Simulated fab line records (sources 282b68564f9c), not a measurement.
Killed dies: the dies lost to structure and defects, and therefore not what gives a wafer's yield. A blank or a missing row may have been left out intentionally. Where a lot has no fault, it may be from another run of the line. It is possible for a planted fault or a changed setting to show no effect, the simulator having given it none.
fab line records :: flow rit_cmos
record:
  lots: 13
  wafers: 39
  last_day: 7
route steps=202 shown M1@190
lots with no fault: from the same line, run without faults
start_h: the number of hours between the record's first day and the start of the first shown wafer of the lot :: wait_h: hours elapsed since this lot's preceding step :: " as in the row above :: L1.1+2: one row covering several wafers at once :: - no value, or no start given :: * or withheld: withheld :: < > ~ a bound
route shown NAME@n: a module of which the file shows steps, and the number in the route of the first :: usual: mean/standard deviation of fault-free wafers :: same: alike in all rows :: chamber/n: place in a boat :: sites: the reading at each site :: _std_site: how widely they spread, as a standard deviation :: _edge_site: the outer-site mean with the inner-site mean subtracted :: radius_mm: how far each site lies from the wafer's centre :: mask NAME#n: copy n :: behind: tool/chamber where the wafer was last shaped :: hold: what put the lot on hold/how long, in hours/how the hold closed :: device: which transistor (n, p or np) failed to switch :: end of line: tests run on the same wafers once the route is complete :: a step given without rows: its recipe and nothing more :: killed: count of dies lost to structure and defects at first sort (not the wafer's yield) :: map: the dies of a wafer, with x for killed, . for not killed, _ for no die there
set.NAME: the run value of the setting; set.NAME@STEP: its run value at that earlier step :: model.NAME: the simulator's own value behind a step, which no gauge read
steps of the route over a sample of lots; a table a step, a row a wafer
services: the hour from which a tool's chamber was out of use, counted from the record's first day as start_h (under 0 if before that day), plus the number of hours and why
== steps ==
step: RIT_M1_EXPOSE_06
recipe:
  mask_id: M12
  na: 0.6
  source_shape: conventional
  sigma_outer: 0.5
  target_cd_nm: 2600
  dose_mj: 250
same:
  sigma_outer: 0.5
lot.wafer: L676.1+2+4
tool: iline_stepper-01
chamber: 0
start_h: 57.09
wait_h: 0.2
mask: M12#0

lot.wafer: L677.1+2+6
tool: iline_stepper-02
chamber: 0
start_h: 65.95
wait_h: 0.2
mask: M12#0

lot.wafer: L678.2+4+6
tool: iline_stepper-02
chamber: 0
start_h: 70.08
wait_h: 0.1
mask: M12#0

lot.wafer: L679.1+4+6
tool: iline_stepper-01
chamber: 0
start_h: 75.61
wait_h: 0.2
mask: M12#0

lot.wafer: L680.1+3+4
tool: iline_stepper-02
chamber: 0
start_h: 78.04
wait_h: 0.2
mask: M12#0

lot.wafer: L683.1+2+3
tool: iline_stepper-02
chamber: 0
start_h: 100.24
wait_h: 0.1
mask: M12#0

lot.wafer: L685.1+3+4
tool: iline_stepper-02
chamber: 0
start_h: 105.56
wait_h: 0.1
mask: M12#0

lot.wafer: L686.2+4+5
tool: iline_stepper-02
chamber: 0
start_h: 110.32
wait_h: 0.1
mask: M12#0

lot.wafer: L687.2+3+6
tool: iline_stepper-01
chamber: 0
start_h: 116.38
wait_h: 0.2
mask: M12#0

lot.wafer: L688.1+3+4
tool: iline_stepper-02
chamber: 0
start_h: 119.30
wait_h: 0.2
mask: M12#0

lot.wafer: L689.2+5+6
tool: iline_stepper-01
chamber: 0
start_h: 124.17
wait_h: 0.2
mask: M12_R1#0

lot.wafer: L696.1+3+6
tool: iline_stepper-02
chamber: 0
start_h: 160.39
wait_h: 0.1
mask: M12#0

lot.wafer: L699.1+4+5
tool: iline_stepper-02
chamber: 0
start_h: 173.77
wait_h: 0.1
mask: M12#0
step: RIT_M1_CD_MEAS_09
recipe:
  target_cd_nm: 2600
usual:
  cd_nm: 2599.4/2.2
lot.wafer: L676.1
tool: cd_sem-02
chamber: -
start_h: 57.52
wait_h: -
cd_nm: 2603.2

lot.wafer: L676.2
tool: cd_sem-02
chamber: -
start_h: 57.52
wait_h: -
cd_nm: 2603.3

lot.wafer: L676.4
tool: cd_sem-02
chamber: -
start_h: 57.52
wait_h: -
cd_nm: 2604.8

lot.wafer: L677.1
tool: cd_sem-02
chamber: -
start_h: 66.38
wait_h: -
cd_nm: 2601.2

lot.wafer: L677.2
tool: cd_sem-02
chamber: -
start_h: 66.38
wait_h: -
cd_nm: 2598.8

lot.wafer: L677.6
tool: cd_sem-02
chamber: -
start_h: 66.38
wait_h: -
cd_nm: 2600.0

lot.wafer: L678.2
tool: cd_sem-02
chamber: -
start_h: 70.51
wait_h: -
cd_nm: 2596.9

lot.wafer: L678.4
tool: cd_sem-02
chamber: -
start_h: 70.51
wait_h: -
cd_nm: 2595.3

lot.wafer: L678.6
tool: cd_sem-02
chamber: -
start_h: 70.51
wait_h: -
cd_nm: 2600.5

lot.wafer: L679.1
tool: cd_sem-01
chamber: -
start_h: 76.04
wait_h: -
cd_nm: 2599.0

lot.wafer: L679.4
tool: cd_sem-01
chamber: -
start_h: 76.04
wait_h: -
cd_nm: 2597.8

lot.wafer: L679.6
tool: cd_sem-01
chamber: -
start_h: 76.04
wait_h: -
cd_nm: 2598.9

lot.wafer: L680.1
tool: cd_sem-01
chamber: -
start_h: 78.47
wait_h: -
cd_nm: 2600.7

lot.wafer: L680.3
tool: cd_sem-01
chamber: -
start_h: 78.47
wait_h: -
cd_nm: 2598.3

lot.wafer: L680.4
tool: cd_sem-01
chamber: -
start_h: 78.47
wait_h: -
cd_nm: 2600.2

lot.wafer: L683.1
tool: cd_sem-02
chamber: -
start_h: 100.83
wait_h: -
cd_nm: 2598.0

lot.wafer: L683.2
tool: cd_sem-02
chamber: -
start_h: 100.83
wait_h: -
cd_nm: 2600.7

lot.wafer: L683.3
tool: cd_sem-02
chamber: -
start_h: 100.83
wait_h: -
cd_nm: 2600.1

lot.wafer: L685.1
tool: cd_sem-02
chamber: -
start_h: 105.99
wait_h: -
cd_nm: 2600.7

lot.wafer: L685.3
tool: cd_sem-02
chamber: -
start_h: 105.99
wait_h: -
cd_nm: 2599.9

lot.wafer: L685.4
tool: cd_sem-02
chamber: -
start_h: 105.99
wait_h: -
cd_nm: 2601.5

lot.wafer: L686.2
tool: cd_sem-02
chamber: -
start_h: 110.75
wait_h: -
cd_nm: 2595.9

lot.wafer: L686.4
tool: cd_sem-02
chamber: -
start_h: 110.75
wait_h: -
cd_nm: 2596.8

lot.wafer: L686.5
tool: cd_sem-02
chamber: -
start_h: 110.75
wait_h: -
cd_nm: 2597.2

lot.wafer: L687.2
tool: cd_sem-02
chamber: -
start_h: 116.81
wait_h: -
cd_nm: 2597.5

lot.wafer: L687.3
tool: cd_sem-02
chamber: -
start_h: 116.81
wait_h: -
cd_nm: 2596.7

lot.wafer: L687.6
tool: cd_sem-02
chamber: -
start_h: 116.81
wait_h: -
cd_nm: 2597.9

lot.wafer: L688.1
tool: cd_sem-02
chamber: -
start_h: 119.73
wait_h: -
cd_nm: 2597.3

lot.wafer: L688.3
tool: cd_sem-02
chamber: -
start_h: 119.73
wait_h: -
cd_nm: 2598.5

lot.wafer: L688.4
tool: cd_sem-02
chamber: -
start_h: 119.73
wait_h: -
cd_nm: 2594.9

lot.wafer: L689.2
tool: cd_sem-01
chamber: -
start_h: 124.60
wait_h: -
cd_nm: 2253.4

lot.wafer: L689.5
tool: cd_sem-01
chamber: -
start_h: 124.60
wait_h: -
cd_nm: 2251.4

lot.wafer: L689.6
tool: cd_sem-01
chamber: -
start_h: 124.60
wait_h: -
cd_nm: 2251.2

lot.wafer: L696.1
tool: cd_sem-02
chamber: -
start_h: 160.82
wait_h: -
cd_nm: 2594.6

lot.wafer: L696.3
tool: cd_sem-02
chamber: -
start_h: 160.82
wait_h: -
cd_nm: 2597.5

lot.wafer: L696.6
tool: cd_sem-02
chamber: -
start_h: 160.82
wait_h: -
cd_nm: 2597.7

lot.wafer: L699.1
tool: cd_sem-02
chamber: -
start_h: 174.20
wait_h: -
cd_nm: 2602.4

lot.wafer: L699.4
tool: cd_sem-02
chamber: -
start_h: 174.20
wait_h: -
cd_nm: 2601.6

lot.wafer: L699.5
tool: cd_sem-02
chamber: -
start_h: 174.20
wait_h: -
cd_nm: 2600.3
step: RIT_M1_PROBE_99
usual:
  defect_limited_yield: 97.4/1
  killed_at_M0_to_M3: 0.0/0.12
  killed_at_contacts: 0.1/0.25
  killed_at_front_end: 6.8/2.7
  killed_dies: 6.8/2.7
  killed_on_rim: 1.7/1.2
  killed_open: 3.4/1.8
  killed_short: 3.5/1.7
  sort_bin_3_pad_short: 0.1/0.23
  sort_bin_5_function: 1.5/0.67
  sort_bin_6_memory: 1.0/0.67
  sort_n_pass: 257.2/2.7
  sort_yield_pct: 97.4/1
same:
  gross_dies: 264
  killed_at_M4_up: 0
  killed_at_back_side: 0
  killed_at_other: 0
lot.wafer: L685.1
tool: prober-01
chamber: -
start_h: 128.20
wait_h: 0.9
defect_limited_yield[%]: 97.0
killed_at_M0_to_M3: 0
killed_at_contacts: 1
killed_at_front_end: 7
killed_dies: 8
killed_on_rim: 2
killed_open: 5
killed_short: 3
sort_bin_3_pad_short[%]: 0.4
sort_bin_5_function[%]: 1.9
sort_bin_6_memory[%]: 0.8
sort_n_pass: 256.0
sort_yield_pct[%]: 97.0

lot.wafer: L685.3
tool: prober-01
chamber: -
start_h: 128.30
wait_h: 0.9
defect_limited_yield[%]: 97.0
killed_at_M0_to_M3: 0
killed_at_contacts: 0
killed_at_front_end: 8
killed_dies: 8
killed_on_rim: 2
killed_open: 4
killed_short: 4
sort_bin_3_pad_short[%]: 0.8
sort_bin_5_function[%]: 1.1
sort_bin_6_memory[%]: 1.1
sort_n_pass: 256.0
sort_yield_pct[%]: 97.0

lot.wafer: L685.4
tool: prober-01
chamber: -
start_h: 128.35
wait_h: 1.0
defect_limited_yield[%]: 97.7
killed_at_M0_to_M3: 0
killed_at_contacts: 0
killed_at_front_end: 6
killed_dies: 6
killed_on_rim: 3
killed_open: 3
killed_short: 3
sort_bin_3_pad_short[%]: 0
sort_bin_5_function[%]: 0.8
sort_bin_6_memory[%]: 1.5
sort_n_pass: 258.0
sort_yield_pct[%]: 97.7

lot.wafer: L686.2
tool: prober-01
chamber: -
start_h: 128.55
wait_h: 1.2
defect_limited_yield[%]: 98.9
killed_at_M0_to_M3: 0
killed_at_contacts: 0
killed_at_front_end: 3
killed_dies: 3
killed_on_rim: 0
killed_open: 0
killed_short: 3
sort_bin_3_pad_short[%]: 0
sort_bin_5_function[%]: 0.8
sort_bin_6_memory[%]: 0.4
sort_n_pass: 261.0
sort_yield_pct[%]: 98.9

lot.wafer: L686.4
tool: prober-01
chamber: -
start_h: 128.65
wait_h: 1.3
defect_limited_yield[%]: 98.1
killed_at_M0_to_M3: 0
killed_at_contacts: 0
killed_at_front_end: 5
killed_dies: 5
killed_on_rim: 1
killed_open: 5
killed_short: 0
sort_bin_3_pad_short[%]: 0
sort_bin_5_function[%]: 1.1
sort_bin_6_memory[%]: 0.8
sort_n_pass: 259.0
sort_yield_pct[%]: 98.1

lot.wafer: L686.5
tool: prober-01
chamber: -
start_h: 128.70
wait_h: 1.3
defect_limited_yield[%]: 99.2
killed_at_M0_to_M3: 0
killed_at_contacts: 0
killed_at_front_end: 2
killed_dies: 2
killed_on_rim: 2
killed_open: 0
killed_short: 2
sort_bin_3_pad_short[%]: 0
sort_bin_5_function[%]: 0.4
sort_bin_6_memory[%]: 0.4
sort_n_pass: 262.0
sort_yield_pct[%]: 99.2

lot.wafer: L689.2
tool: prober-01
chamber: -
start_h: 128.85
wait_h: 1.5
defect_limited_yield[%]: 87.1
killed_at_M0_to_M3: 28
killed_at_contacts: 0
killed_at_front_end: 6
killed_dies: 34
killed_on_rim: 23
killed_open: 3
killed_short: 3
sort_bin_3_pad_short[%]: 0.4
sort_bin_5_function[%]: 11.0
sort_bin_6_memory[%]: 1.5
sort_n_pass: 230.0
sort_yield_pct[%]: 87.1

lot.wafer: L689.5
tool: prober-01
chamber: -
start_h: 129.00
wait_h: 1.6
defect_limited_yield[%]: 84.5
killed_at_M0_to_M3: 28
killed_at_contacts: 0
killed_at_front_end: 13
killed_dies: 41
killed_on_rim: 28
killed_open: 4
killed_short: 9
sort_bin_3_pad_short[%]: 0.8
sort_bin_5_function[%]: 13.3
sort_bin_6_memory[%]: 1.5
sort_n_pass: 223.0
sort_yield_pct[%]: 84.5

lot.wafer: L689.6
tool: prober-01
chamber: -
start_h: 129.05
wait_h: 1.6
defect_limited_yield[%]: 88.6
killed_at_M0_to_M3: 22
killed_at_contacts: 0
killed_at_front_end: 8
killed_dies: 30
killed_on_rim: 20
killed_open: 5
killed_short: 3
sort_bin_3_pad_short[%]: 0
sort_bin_5_function[%]: 9.5
sort_bin_6_memory[%]: 1.9
sort_n_pass: 234.0
sort_yield_pct[%]: 88.6

lot.wafer: L688.1
tool: prober-01
chamber: -
start_h: 129.10
wait_h: 1.7
defect_limited_yield[%]: 97.0
killed_at_M0_to_M3: 0
killed_at_contacts: 0
killed_at_front_end: 8
killed_dies: 8
killed_on_rim: 1
killed_open: 4
killed_short: 4
sort_bin_3_pad_short[%]: 0.4
sort_bin_5_function[%]: 1.9
sort_bin_6_memory[%]: 0.8
sort_n_pass: 256.0
sort_yield_pct[%]: 97.0

lot.wafer: L688.3
tool: prober-01
chamber: -
start_h: 129.20
wait_h: 1.7
defect_limited_yield[%]: 95.8
killed_at_M0_to_M3: 0
killed_at_contacts: 0
killed_at_front_end: 11
killed_dies: 11
killed_on_rim: 2
killed_open: 7
killed_short: 4
sort_bin_3_pad_short[%]: 0.4
sort_bin_5_function[%]: 1.5
sort_bin_6_memory[%]: 2.3
sort_n_pass: 253.0
sort_yield_pct[%]: 95.8

lot.wafer: L688.4
tool: prober-01
chamber: -
start_h: 129.25
wait_h: 1.8
defect_limited_yield[%]: 97.3
killed_at_M0_to_M3: 0
killed_at_contacts: 0
killed_at_front_end: 7
killed_dies: 7
killed_on_rim: 2
killed_open: 3
killed_short: 4
sort_bin_3_pad_short[%]: 0.4
sort_bin_5_function[%]: 1.5
sort_bin_6_memory[%]: 0.8
sort_n_pass: 257.0
sort_yield_pct[%]: 97.3
killed by level:class
L685.1 GATE:geometric_particle:open=2 FOX1:geometric_particle:open=1 FOX2:geometric_particle:short=1 GATE:geometric_particle:short=1 REOX:geometric_particle:open=1 SPACER:geometric_particle:open=1 CONTACT:geometric_particle:short=1
L685.3 FOX1:geometric_particle:open=2 REOX:geometric_particle:short=2 SPACER:geometric_particle:short=2 GATE:geometric_particle:open=1 SPACER:geometric_particle:open=1
L685.4 GATE:geometric_particle:short=2 GATE:geometric_particle:open=1 REOX:geometric_particle:open=1 SILICIDE:geometric_particle:short=1 SILICIDE:geometric_particle:open=1
L686.2 GATE:geometric_particle:short=2 SILICIDE:geometric_particle:short=1
L686.4 FOX2:geometric_particle:open=2 SPACER:geometric_particle:open=2 GATE:geometric_particle:open=1
L686.5 GATE:geometric_particle:short=1 SILICIDE:geometric_particle:short=1
L689.2 M1:area_expose=28 FOX1:geometric_particle:short=2 GATE:geometric_particle:open=2 SPACER:geometric_particle:open=1 SPACER:geometric_particle:short=1
L689.5 M1:area_expose=28 FOX1:geometric_particle:short=3 FOX1:geometric_particle:open=2 SPACER:geometric_particle:short=2 FOX2:geometric_particle:open=2 FOX2:geometric_particle:short=2 GATE:geometric_particle:short=1 REOX:geometric_particle:short=1
L689.6 M1:area_expose=22 GATE:geometric_particle:short=2 GATE:geometric_particle:open=2 REOX:geometric_particle:open=2 FOX2:geometric_particle:short=1 FOX2:geometric_particle:open=1
L688.1 GATE:geometric_particle:short=3 FOX2:geometric_particle:open=1 REOX:geometric_particle:short=1 REOX:geometric_particle:open=1 SPACER:geometric_particle:open=1 SILICIDE:geometric_particle:open=1
L688.3 GATE:geometric_particle:open=3 SPACER:geometric_particle:short=3 REOX:geometric_particle:open=2 SPACER:geometric_particle:open=2 REOX:geometric_particle:short=1
L688.4 FOX1:geometric_particle:short=2 FOX1:geometric_particle:open=1 SILICIDE:geometric_particle:short=1 GATE:geometric_particle:open=1 REOX:geometric_particle:open=1 SPACER:geometric_particle:short=1
== services ==
tool: iline_stepper-02
chamber: -
start_h: 36.19
hours: 1.7
kind: pm

tool: iline_stepper-01
chamber: -
start_h: 47.06
hours: 4.2
kind: repair

tool: iline_stepper-01
chamber: -
start_h: 137.83
hours: 1.7
kind: pm

tool: iline_stepper-01
chamber: -
start_h: 149.55
hours: 10.1
kind: repair
== key ==
first_sign:
  step: RIT_M1_EXPOSE_06
  reading: mask
  direction: changed
effect:
  step: RIT_M1_CD_MEAS_09
  reading: cd_nm
  direction: down
  sigmas: 99+
  usual: 2599.4
  struck: 2252.0
effect:
  step: RIT_M1_PROBE_99
  reading: killed_at_M0_to_M3
  direction: up
  sigmas: 26
  usual: 0.0
  struck: 26
more_kills_born_at:
  RIT_M1_EXPOSE_06@iline_stepper-01: 78
met_at RIT_M1_EXPOSE_06
struck_lots L689
onset_between 116.38 124.17
fault:
  kind: wrong_mask
  tool: any
  chamber: -
  onset_h: 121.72
  steps: RIT_M1_EXPOSE_06
  aux_copy: M12_R1#0
  cd_offset_nm: -350
  scope: struck_lots_only
